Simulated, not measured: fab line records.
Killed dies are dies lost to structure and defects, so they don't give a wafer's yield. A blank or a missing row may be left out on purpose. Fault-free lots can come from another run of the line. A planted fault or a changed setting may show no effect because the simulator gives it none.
Which tool is to blame?    flow ritCmos    14 lots, 42 wafers sampled, at 2 steps of a route of 202

WHAT THE GAUGES READ, wafer by wafer
RIT_SPACER_THK_MEAS_04.
lot   measured     on            SPACER_NITRIDE_THK (nm)
L945  day 2 21:52  filmMetro-03  247.5 248.1 249.3
L946  day 3 04:16  filmMetro-01  250.3 248.9 248.3
L947  day 3 08:14  filmMetro-03  249.4 252.8 249.9
L948  day 3 12:27  filmMetro-04  248.7 249.0 249.7
L949  day 3 19:15  filmMetro-01  253.9 254.8 251.6
L950  day 4 03:41  filmMetro-03  250.0 249.6 247.7
L951  day 4 07:22  filmMetro-04  249.8 247.9 247.7
L954  day 4 20:08  filmMetro-04  250.5 249.7 252.1
L955  day 5 06:33  filmMetro-01  251.8 252.1 252.6
L956  day 5 10:38  filmMetro-01  249.3 248.0 249.4
L958  day 5 16:37  filmMetro-04  249.7 248.2 249.1
L964  day 6 23:31  filmMetro-01  205.1 204.1 204.9
L966  day 7 09:47  filmMetro-04  206.1 205.2 203.4
L967  day 7 16:19  filmMetro-04  251.9 252.4 250.9

WHAT TOOL EACH LOT RAN ON (gives the tool, then ch and the chambers of the sampled wafers, and finally the start)
lot   RIT_SPACER_CVD_03
L945  lpcvd-02 ch 0, day 2 19:55
L946  lpcvd-01 ch 0, day 3 02:21
L947  lpcvd-01 ch 1, day 3 06:19
L948  lpcvd-02 ch 0, day 3 10:32
L949  lpcvd-01 ch 1, day 3 17:20
L950  lpcvd-01 ch 0, day 4 01:47
L951  lpcvd-02 ch 1, day 4 05:26
L954  lpcvd-01 ch 1, day 4 18:13
L955  lpcvd-01 ch 1, day 5 03:40
L956  lpcvd-01 ch 0, day 5 08:43
L958  lpcvd-02 ch 0, day 5 14:41
L964  lpcvd-02 ch 1, day 6 21:35
L966  lpcvd-02 ch 1, day 7 07:52
L967  lpcvd-01 ch 1, day 7 14:24
- RIT_SPACER_CVD_03: deposits Si3N4 from SiH2Cl2/NH3, target thk 250 nm, time 3300 s.

WHAT THE TOOLS THEMSELVES READ (means of the sampled wafers that have a number; where no wafer has one, the mark that the record gives instead)
RIT_SPACER_CVD_03.
lot   tool      nh3FlowSccm (sccm)  pressureMtorr (mTorr)  sih2cl2FlowSccm (sccm)  spikeTcCentreC (C)  spikeTcLoadC (C)  zonePowerCentrePct (%)
L945  lpcvd-02  149.7               300.5                  60.19                   813.2               834.9             40.5
L946  lpcvd-01  149.6               299.6                  60.03                   813.4               834.7             35.6
L947  lpcvd-01  150.2               300.0                  60.07                   811.5               836.3             40.6
L948  lpcvd-02  149.9               299.9                  59.95                   813.2               834.0             40.0
L949  lpcvd-01  149.6               300.1                  59.98                   812.6               837.0             40.4
L950  lpcvd-01  150.1               300.0                  60.10                   813.8               832.7             34.9
L951  lpcvd-02  149.8               300.0                  60.11                   811.3               833.8             35.7
L954  lpcvd-01  150.0               299.5                  59.86                   811.9               835.8             40.3
L955  lpcvd-01  150.4               300.1                  59.93                   812.0               836.3             40.2
L956  lpcvd-01  150.3               301.1                  59.88                   813.1               833.6             35.2
L958  lpcvd-02  150.4               300.4                  59.90                   811.8               833.6             40.8
L964  lpcvd-02  149.0               151.1                  59.84                   810.4               834.8             35.4
L966  lpcvd-02  150.3               150.0                  60.10                   810.8               833.3             35.4
L967  lpcvd-01  150.0               300.5                  59.89                   811.8               836.6             40.3

THE ANSWER, worked out from the rows above alone
Rule: the lots themselves supply what counts as usual. The widest of any qualifying gaps counts: lots, ordered by their means at a reading, are off when they make up no more than a third of the lots, leave a main group of 4 or more, and stand apart from it by 3 or more times the standard deviation of that group's means. A main group whose means are all the same, to the digits that the tables above print for the reading, isn't used. A lot without any number at a reading at which 4 lots or more have one is off too. The other lots that the step has rows for count as sound. After the gauges, taken in route order, come the tools' own readings; for these a lot's mean is taken, as printed above. At the first step where some lot is off, the reading lying furthest off is the one used; lots without a number count as furthest.
Off: at RIT_SPACER_THK_MEAS_04 (SPACER_NITRIDE_THK), L964, L966. The main group: mean 250.1 nm, standard deviation 1.6.
A tool fits if, at a process step before that reading, it ran every lot that is off, and no sound lot after the first of them. Not tried: the gauges at RIT_SPACER_THK_MEAS_04; whatever is off there is also off at RIT_SPACER_CVD_03, on other tools, and gauge error can't account for it. One fits: RIT_SPACER_CVD_03 on lpcvd-02. A fault onset in the window from L958 (day 5 14:41, its last sound lot) to L964 (day 6 21:35, its first lot off) fits.
On the lots that are off, the tool's own readings at RIT_SPACER_CVD_03 differ by more than 5 times the standard deviation of the sound lots' means, which bears it out; pressureMtorr reads 150.6 mTorr there versus 300.1 mTorr on the sound lots.

WHAT THE SIMULATOR HAD PUT IN
lpcvd-02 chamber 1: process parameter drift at RIT_SPACER_CVD_03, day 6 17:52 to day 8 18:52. Setting pressureMtorr shifted by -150 from 300. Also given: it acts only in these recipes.
Struck lots among those shown: L964, L966. This agrees with what the rule above found.
